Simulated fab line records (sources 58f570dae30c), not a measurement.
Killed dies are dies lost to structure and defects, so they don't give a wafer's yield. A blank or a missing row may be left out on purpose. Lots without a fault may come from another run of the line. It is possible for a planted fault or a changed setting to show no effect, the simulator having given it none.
Shared-tool check ; flow berkeley_cmos170 ; Sample size 14 lots and 42 wafers

## REASON IT WAS OPENED
At UCB170_NLDD_TW_MEAS_11 the reading NLDD_TW is flagged on 2 of 14 lots. Wafers without a fault read 2229, standard deviation 8.7.
Rule: a lot is flagged in two cases, either no wafer of it has a number, or all its wafers with numbers fall more than 4 standard deviations from that mean. All remaining lots are regarded as sound.

lot;measured;on;NLDD_TW, wafer by wafer;flag
L350;day 7 18:35;film_metro-03;2228 2236 2229;
L351;day 7 19:07;film_metro-03;2228 2229 2230;
L352;day 7 19:35;film_metro-01;2218 2218 2200;
L354;day 8 18:10;film_metro-03;2222 2224 2229;
L353;day 8 18:24;film_metro-04;2231 2231 2231;
L356;day 9 08:52;film_metro-01;2230 2221 2224;
L363;day 10 20:41;film_metro-03;30 30 30;FLAGGED
L361;day 10 20:56;film_metro-04;30 30 30;FLAGGED
L367;day 12 05:48;film_metro-04;2229 2249 2241;
L368;day 12 06:07;film_metro-04;2233 2237 2233;
L370;day 12 11:52;film_metro-03;2221 2231 2231;
L373;day 12 20:59;film_metro-01;2239 2221 2223;
L372;day 12 21:17;film_metro-01;2226 2218 2213;
L371;day 12 21:26;film_metro-03;2227 2218 2222;
Averaged over the flagged lots the numbers come to 30, -2199 from the usual (-99 or more standard deviations).

## LOT BY LOT: THE TOOL USED
Before the reading, the record contains 2 process steps out of a 331-step route. Every cell lists first the tool, next ch and the chambers used by the sampled wafers, and last the start.
lot;flag;UCB170_PWELL_STRIP_16;UCB170_NLDD_DEVELOP_05
L350;;plasma_asher-04 ch 0,1, day 3 12:40;litho_track-04 ch 0, day 7 17:00
L351;;plasma_asher-01 ch 0,1, day 3 21:14;litho_track-02 ch 0, day 7 18:00
L352;;plasma_asher-03 ch 0,1, day 3 21:00;litho_track-04 ch 0, day 7 18:00
L354;;plasma_asher-01 ch 0,1, day 4 11:37;litho_track-04 ch 0, day 8 17:00
L353;;plasma_asher-04 ch 0,1, day 4 11:44;litho_track-02 ch 0, day 8 17:00
L356;;plasma_asher-03 ch 0,1, day 4 20:26;litho_track-02 ch 0, day 9 08:00
L363;FLAGGED;plasma_asher-04 ch 0,1, day 6 06:34;litho_track-02 ch 0, day 10 20:00
L361;FLAGGED;plasma_asher-04 ch 0,1, day 5 16:41;litho_track-02 ch 0, day 10 20:00
L367;;plasma_asher-01 ch 0,1, day 7 03:48;litho_track-04 ch 0, day 12 05:00
L368;;plasma_asher-03 ch 0,1, day 7 03:34;litho_track-04 ch 0, day 12 05:00
L370;;plasma_asher-03 ch 0,1, day 7 15:29;litho_track-03 ch 0, day 12 11:00
L373;;plasma_asher-03 ch 0,1, day 8 11:01;litho_track-03 ch 0, day 12 20:00
L372;;plasma_asher-01 ch 0,1, day 8 01:58;litho_track-03 ch 0, day 12 20:00
L371;;plasma_asher-04 ch 0,1, day 8 01:41;litho_track-04 ch 0, day 12 20:00
What the steps here do:
- UCB170_PWELL_STRIP_16: strips in O2.
- UCB170_NLDD_DEVELOP_05: develop time 45 s.
- UCB170_NLDD_TW_MEAS_11

## FLAGGED OVER TOTAL, TOOL BY TOOL (the gauges that took the reading come last)
step;tool;lots run;flagged;share of the flagged lots;sound lots run after its first flagged lot
UCB170_PWELL_STRIP_16;plasma_asher-01;4;0;none;-
UCB170_PWELL_STRIP_16;plasma_asher-03;5;0;none;-
UCB170_PWELL_STRIP_16;plasma_asher-04;5;2;all;1 (L371)
UCB170_NLDD_DEVELOP_05;litho_track-02;5;2;all;0
UCB170_NLDD_DEVELOP_05;litho_track-03;3;0;none;-
UCB170_NLDD_DEVELOP_05;litho_track-04;6;0;none;-
UCB170_NLDD_TW_MEAS_11;film_metro-01;4;0;none;-
UCB170_NLDD_TW_MEAS_11;film_metro-03;6;1;some;2 (L370,L371)
UCB170_NLDD_TW_MEAS_11;film_metro-04;4;1;some;2 (L367,L368)

## THE TABLE: WHAT IT ALLOWS
Rows of the table that ran all the flagged lots, 2 in number: plasma_asher-04 at UCB170_PWELL_STRIP_16; litho_track-02 at UCB170_NLDD_DEVELOP_05.
- plasma_asher-04 at UCB170_PWELL_STRIP_16 ran 5 lots, 2 of them flagged. After the first flagged lot (L371), sound lots still ran on it; a lasting fault on the whole tool would not permit that.
- litho_track-02 at UCB170_NLDD_DEVELOP_05 ran 5 lots, 2 of them flagged. Its last sound lot is L356 (day 9 08:00), its first flagged lot L363 (day 10 20:00): a fault that began between those two fits.
What remains is a single tool, litho_track-02 at UCB170_NLDD_DEVELOP_05.

## WHAT THE SIMULATOR PUT IN
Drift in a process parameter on litho_track-02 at UCB170_NLDD_DEVELOP_05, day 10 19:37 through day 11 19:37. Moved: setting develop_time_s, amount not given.
Struck lots among those shown: L363, L361. Same finding as the rule above.
